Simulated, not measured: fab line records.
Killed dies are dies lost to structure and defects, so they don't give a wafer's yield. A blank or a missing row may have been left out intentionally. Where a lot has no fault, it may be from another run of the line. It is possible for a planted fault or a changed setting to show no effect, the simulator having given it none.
Chamber matching / flow berkeley-cmos170 / 4 sister chambers for UCB170_CONTACT_ETCH_17 on rie-diel-01
The step etches BARC in N2/H2. 4 wafers are shown with their chamber, then 7 later ones without.

WAFERS, EACH WITH ITS CHAMBER
wafer=L125.4; chamber=1; throttle-valve-pct (%)=13.25
wafer=L128.5; chamber=3; throttle-valve-pct (%)=13.23
wafer=L129.1; chamber=2; throttle-valve-pct (%)=13.29
wafer=L129.2; chamber=0; throttle-valve-pct (%)=13.56

WAFERS MISSING THEIR CHAMBER
wafer=L129.5; throttle-valve-pct (%)=13.27
wafer=L137.1; throttle-valve-pct (%)=13.23
wafer=L137.4; throttle-valve-pct (%)=13.30
wafer=L137.6; throttle-valve-pct (%)=13.31
wafer=L139.1; throttle-valve-pct (%)=13.25
wafer=L139.2; throttle-valve-pct (%)=13.28
wafer=L139.5; throttle-valve-pct (%)=13.58

WHICH CHAMBER EACH WENT THROUGH
wafer=L129.5; from the rows above=can't be placed: 1 or 2 or 3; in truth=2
wafer=L137.1; from the rows above=can't be placed: 3 or 1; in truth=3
wafer=L137.4; from the rows above=2; in truth=2
wafer=L137.6; from the rows above=2; in truth=2
wafer=L139.1; from the rows above=can't be placed: 1 or 3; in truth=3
wafer=L139.2; from the rows above=can't be placed: 2 or 1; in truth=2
wafer=L139.5; from the rows above=0; in truth=0
3 of 7 placed correctly. These rows do not allow placing 4 (true chamber among the candidates in 4). Wrongly placed: 0.
How it was worked out, from the rows above alone: a wafer's distance from a chamber is the root of the sum, over the readings, of the square of ((its reading less the chamber's mean) divided by the reading's scatter). The wafer belongs to the nearest chamber; if the next one is less than 2 further off, it can't be placed. Each chamber's mean is taken over the wafers shown for it. The scatter (one wafer shown for each chamber): square how far every hidden wafer sits from the nearest shown wafer, average those squares and take the square root.
